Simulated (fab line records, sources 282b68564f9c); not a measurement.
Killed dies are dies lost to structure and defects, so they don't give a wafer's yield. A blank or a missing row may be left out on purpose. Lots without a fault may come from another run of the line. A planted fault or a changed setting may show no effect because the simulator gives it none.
fab line records | flow rit_cmos
record lots=13 wafers=39 last_day=7
route steps=202 shown GATE@91 M1@202
lots that met no fault: from a run of the same line without faults
start_h: hours from the record's first day to the start of the lot's first wafer shown | wait_h: hours since the lot's step before | " the same as in the row above | L1.1+2: a row that stands for several wafers | - no value, or no start given | * or withheld: withheld | < > ~ a bound
route shown NAME@n: a module of which the file shows steps, and the number in the route of the first | usual: mean/standard deviation of fault-free wafers | same: alike in all rows | chamber/n: place in a boat | sites: the reading at each site | _std_site: their standard deviation | _edge_site: outer sites' mean less inner sites' | radius_mm: how far each site lies from the wafer's centre | mask NAME#n: copy n | behind: the tool/chamber that last shaped the wafer | hold: why the lot was held/for how many hours/how that ended | device: the transistor (n, p or np) that didn't switch | end of line: the same wafers' tests at the end of the route | a step without rows: its recipe alone | killed: dies lost to structure and defects at the first sort, not the wafer's yield | map: a wafer's dies, x killed, . not, _ none there
set.NAME: the setting as run; set.NAME@STEP: as run at that earlier step | model.NAME: the simulator's own value behind a step, which no gauge read
steps of the route over a sample of lots; a table a step, a row a wafer
## steps
# step RIT_GATE_DEVELOP_15
# recipe resist=NOVOLAK develop_time_s=50 dev_temp_c=23
# columns lot.wafer tool chamber start_h wait_h
L508.1+4+6 litho_track-02 0 40 -
L509.1+3+4 litho_track-02 0 43 -
L510.2+4+6 litho_track-03 0 46 -
L511.3+4+5 litho_track-02 0 54 -
L512.2+4+6 litho_track-02 0 57 -
L513.1+2+5 litho_track-04 0 68 -
L514.1+2+6 litho_track-03 0 70 -
L517.3+4+6 litho_track-02 0 85 -
L522.3+5+6 litho_track-04 0 109 -
L523.1+5+6 litho_track-04 0 112 -
L527.1+4+6 litho_track-03 0 136 -
L528.1+5+6 litho_track-02 0 140 -
L531.3+4+5 litho_track-03 0 157 -
# step RIT_M1_PROBE_99
# usual killed_at_contacts=0.0/0.2 killed_at_front_end=6.6/2.9 killed_dies=6.6/3 killed_on_rim=1.7/1.4 killed_open=3.4/2 killed_short=3.2/2
# same gross_dies=264 killed_at_M0_to_M3=0 killed_at_M4_up=0 killed_at_back_side=0 killed_at_other=0
# columns lot.wafer tool chamber start_h wait_h hold killed_at_contacts killed_at_front_end killed_dies killed_on_rim killed_open killed_short
L508.1 prober-01 - 60.81 0.1 - 0 4 4 2 1 3
L508.4 prober-01 - 60.96 0.2 - 0 7 7 0 4 3
L508.6 prober-01 - 61.06 0.2 - 0 7 7 2 2 5
L509.1 prober-02 - 63.57 0.1 - 0 9 9 4 8 1
L509.3 prober-02 - 63.67 0.2 - 0 8 8 1 3 5
L509.4 prober-02 - 63.72 0.2 - 1 11 12 4 7 5
L510.2 prober-01 - 68.90 0.1 - 0 14 14 4 7 7
L510.4 prober-01 - 69.00 0.2 - 0 7 7 2 4 3
L510.6 prober-01 - 69.10 0.2 - 0 10 10 0 7 3
L511.3 prober-01 - 76.65 0.2 - 0 8 8 2 2 6
L511.4 prober-01 - 76.70 0.2 - 0 5 5 1 1 4
L511.5 prober-01 - 76.75 0.2 - 0 11 11 2 7 4
L512.2 prober-02 - 78.82 0.1 - 0 6 6 2 3 3
L512.4 prober-02 - 78.92 0.2 - 0 10 10 1 5 5
L512.6 prober-02 - 79.02 0.2 - 0 4 4 2 2 2
L513.1 prober-01 - 89.29 0.1 - 0 13 13 4 7 6
L513.2 prober-01 - 89.34 0.1 - 0 4 4 0 3 1
L513.5 prober-01 - 89.49 0.2 - 0 7 7 0 2 5
L514.1 prober-02 - 91.06 0.1 - 1 6 7 2 2 5
L514.2 prober-02 - 91.11 0.1 - 0 4 4 1 1 3
L514.6 prober-02 - 91.31 0.2 - 0 5 5 1 3 2
L517.3 prober-01 - 107.05 0.2 - 0 10 10 3 6 4
L517.4 prober-01 - 107.10 0.2 - 0 6 6 0 3 3
L517.6 prober-01 - 107.20 0.2 - 0 3 3 1 2 1
L522.3 prober-02 - 140.23 0.2 await_dispo/3.8h/scrap 0 264 264 70 5 3
L522.5 prober-02 - 140.33 0.2 await_dispo/3.8h/scrap 0 264 264 70 4 1
L522.6 prober-02 - 140.38 0.2 await_dispo/3.8h/scrap 0 264 264 70 1 1
L523.1 prober-01 - 140.64 0.1 await_dispo/4.3h/scrap 0 264 264 70 3 3
L523.5 prober-01 - 140.84 0.2 await_dispo/4.3h/scrap 0 264 264 70 2 3
L523.6 prober-01 - 140.89 0.2 await_dispo/4.3h/scrap 0 264 264 70 2 9
L527.1 prober-01 - 157.46 0.1 - 0 9 9 0 5 4
L527.4 prober-01 - 157.61 0.2 - 0 5 5 1 3 2
L527.6 prober-01 - 157.71 0.2 - 0 4 4 2 2 2
L528.1 prober-02 - 162.99 0.1 - 0 6 6 2 4 2
L528.5 prober-02 - 163.19 0.2 - 0 13 13 6 9 4
L528.6 prober-02 - 163.24 0.2 - 0 4 4 1 1 3
L531.3 prober-01 - 177.93 0.2 - 0 7 7 1 4 3
L531.4 prober-01 - 177.98 0.2 - 0 6 6 1 1 5
L531.5 prober-01 - 178.03 0.2 - 0 8 8 3 3 5
# killed by level:class
L508.1 FOX1:geometric_particle:short=1 GATE:geometric_particle:short=1 REOX:geometric_particle:short=1 SILICIDE:geometric_particle:open=1
L508.4 FOX1:geometric_particle:open=2 FOX2:geometric_particle:open=1 FOX2:geometric_particle:short=1 REOX:geometric_particle:short=1 SPACER:geometric_particle:open=1 SILICIDE:geometric_particle:short=1
L508.6 GATE:geometric_particle:short=2 FOX1:geometric_particle:short=1 FOX2:geometric_particle:open=1 GATE:geometric_particle:open=1 REOX:geometric_particle:short=1 SPACER:geometric_particle:short=1
L509.1 GATE:geometric_particle:open=3 SPACER:geometric_particle:open=3 FOX2:geometric_particle:open=1 GATE:geometric_particle:short=1 REOX:geometric_particle:open=1
L509.3 GATE:geometric_particle:short=3 GATE:geometric_particle:open=2 ACTIVE:geometric_particle:short=1 FOX1:geometric_particle:short=1 FOX2:geometric_particle:open=1
L509.4 REOX:geometric_particle:open=3 FOX1:geometric_particle:short=2 FOX2:geometric_particle:open=1 FOX2:geometric_particle:short=1 GATE:geometric_particle:short=1 GATE:geometric_particle:open=1 SPACER:geometric_particle:open=1 SILICIDE:geometric_particle:open=1
L510.2 GATE:geometric_particle:open=5 GATE:geometric_particle:short=5 ACTIVE:geometric_particle:open=1 REOX:geometric_particle:short=1 SPACER:geometric_particle:open=1 SPACER:geometric_particle:short=1
L510.4 GATE:geometric_particle:open=2 GATE:geometric_particle:short=1 REOX:geometric_particle:open=1 SPACER:geometric_particle:short=1 SPACER:geometric_particle:open=1 SILICIDE:geometric_particle:short=1
L510.6 REOX:geometric_particle:open=3 FOX1:geometric_particle:open=2 GATE:geometric_particle:open=2 GATE:geometric_particle:short=2 FOX1:geometric_particle:short=1
L511.3 GATE:geometric_particle:short=2 FOX1:geometric_particle:short=1 FOX2:geometric_particle:short=1 GATE:geometric_particle:open=1 SPACER:geometric_particle:open=1 SPACER:geometric_particle:short=1 SILICIDE:geometric_particle:short=1
L511.4 GATE:geometric_particle:short=2 FOX1:geometric_particle:open=1 REOX:geometric_particle:short=1 SPACER:geometric_particle:short=1
L511.5 GATE:geometric_particle:open=3 FOX1:geometric_particle:open=2 REOX:geometric_particle:open=2 FOX1:geometric_particle:short=1 FOX2:geometric_particle:short=1 GATE:geometric_particle:short=1 REOX:geometric_particle:short=1
L512.2 REOX:geometric_particle:open=2 REOX:geometric_particle:short=2 GATE:geometric_particle:short=1 SILICIDE:geometric_particle:open=1
L512.4 FOX1:geometric_particle:open=3 GATE:geometric_particle:short=3 FOX1:geometric_particle:short=1 GATE:geometric_particle:open=1 SILICIDE:geometric_particle:short=1 SILICIDE:geometric_particle:open=1
L512.6 FOX1:geometric_particle:short=2 FOX1:geometric_particle:open=1 FOX2:geometric_particle:open=1
L513.1 GATE:geometric_particle:open=4 GATE:geometric_particle:short=3 FOX1:geometric_particle:open=2 FOX1:geometric_particle:short=2 REOX:geometric_particle:short=1 SILICIDE:geometric_particle:open=1
L513.2 GATE:geometric_particle:open=2 FOX1:geometric_particle:open=1 GATE:geometric_particle:short=1
L513.5 GATE:geometric_particle:short=2 SPACER:geometric_particle:open=2 FOX1:geometric_particle:short=1 FOX2:geometric_particle:short=1 SILICIDE:geometric_particle:short=1
L514.1 GATE:geometric_particle:short=3 GATE:geometric_particle:open=1 SPACER:geometric_particle:short=1 SILICIDE:geometric_particle:short=1 CONTACT:geometric_particle:open=1
L514.2 GATE:geometric_particle:short=2 FOX1:geometric_particle:short=1 GATE:geometric_particle:open=1
L514.6 FOX1:geometric_particle:open=1 GATE:geometric_particle:open=1 GATE:geometric_particle:short=1 SILICIDE:geometric_particle:short=1 SILICIDE:geometric_particle:open=1
L517.3 GATE:geometric_particle:open=4 GATE:geometric_particle:short=3 REOX:geometric_particle:open=1 SPACER:geometric_particle:open=1 SILICIDE:geometric_particle:short=1
L517.4 GATE:geometric_particle:open=2 GATE:geometric_particle:short=2 REOX:geometric_particle:open=1 SILICIDE:geometric_particle:short=1
L517.6 FOX2:geometric_particle:open=2 SILICIDE:geometric_particle:short=1
L522.3 GATE:area_develop=256 FOX1:geometric_particle:open=2 SPACER:geometric_particle:short=1 FOX1:geometric_particle:short=1 FOX2:geometric_particle:open=1 GATE:geometric_particle:open=1 GATE:geometric_particle:short=1 SPACER:geometric_particle:open=1
L522.5 GATE:area_develop=259 GATE:geometric_particle:open=2 FOX2:geometric_particle:short=1 REOX:geometric_particle:open=1 SILICIDE:geometric_particle:open=1
L522.6 GATE:area_develop=262 GATE:geometric_particle:open=1 GATE:geometric_particle:short=1
L523.1 GATE:area_develop=258 GATE:geometric_particle:short=3 FOX1:geometric_particle:open=1 GATE:geometric_particle:open=1 SILICIDE:geometric_particle:open=1
L523.5 GATE:area_develop=259 GATE:geometric_particle:short=3 GATE:geometric_particle:open=2
L523.6 GATE:area_develop=253 GATE:geometric_particle:short=4 FOX1:geometric_particle:short=2 SILICIDE:geometric_particle:short=2 GATE:geometric_particle:open=1 REOX:geometric_particle:short=1 SPACER:geometric_particle:open=1
L527.1 GATE:geometric_particle:open=4 GATE:geometric_particle:short=3 REOX:geometric_particle:open=1 SILICIDE:geometric_particle:short=1
L527.4 FOX2:geometric_particle:open=1 GATE:geometric_particle:short=1 GATE:geometric_particle:open=1 REOX:geometric_particle:short=1 REOX:geometric_particle:open=1
L527.6 GATE:geometric_particle:open=2 FOX2:geometric_particle:short=1 REOX:geometric_particle:short=1
L528.1 GATE:geometric_particle:open=3 ACTIVE:geometric_particle:short=1 GATE:geometric_particle:short=1 SILICIDE:geometric_particle:open=1
L528.5 GATE:geometric_particle:open=7 SILICIDE:geometric_particle:short=2 FOX1:geometric_particle:open=1 GATE:geometric_particle:short=1 SPACER:geometric_particle:short=1 SILICIDE:geometric_particle:open=1
L528.6 FOX1:geometric_particle:short=2 GATE:geometric_particle:short=1 GATE:geometric_particle:open=1
L531.3 GATE:geometric_particle:open=2 FOX1:geometric_particle:open=1 FOX1:geometric_particle:short=1 FOX2:geometric_particle:open=1 REOX:geometric_particle:short=1 SPACER:geometric_particle:short=1
L531.4 GATE:geometric_particle:short=3 SPACER:geometric_particle:open=1 SPACER:geometric_particle:short=1 SILICIDE:geometric_particle:short=1
L531.5 GATE:geometric_particle:open=2 SILICIDE:geometric_particle:short=2 FOX1:geometric_particle:short=1 FOX2:geometric_particle:short=1 GATE:geometric_particle:short=1 SPACER:geometric_particle:open=1
## key
first_sign step=RIT_M1_PROBE_99 reading=killed_at_front_end direction=up sigmas=88 usual=6.6 struck=264
effect step=RIT_M1_PROBE_99 reading=killed_dies direction=up sigmas=86 usual=6.6 struck=264
more_kills_born_at RIT_GATE_DEVELOP_15@litho_track-04=1547
met_at RIT_GATE_DEVELOP_15
struck_lots L522,L523
later_rows_left_out L522.3,L522.5,L522.6,L523.1,L523.5,L523.6
tester_left_out L522,L523
loop_trim step=RIT_GATE_EXPOSE_13 setting=dose lots=L523
onset_between 68 109
fault kind=process_parameter_drift tool=litho_track-04 chamber=- onset_h=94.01 steps=RIT_GATE_DEVELOP_15 channel=develop_time_s offset=* shape=step end_h=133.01 acts_in=* stated=*
# tester_left_out: of these lots the tester's yield and bins aren't shown, on N5 and GAA mostly nor the transistor test; their killed dies are dies lost to structure and defects alone, not to doping, threshold or leakage, so they don't give the yield
# later_rows_left_out: the simulator's readings of these wafers behind a module that went badly wrong aren't trusted and aren't shown, but for the sort
# loop_trim: a control loop set the setting to another value than it would have without faults
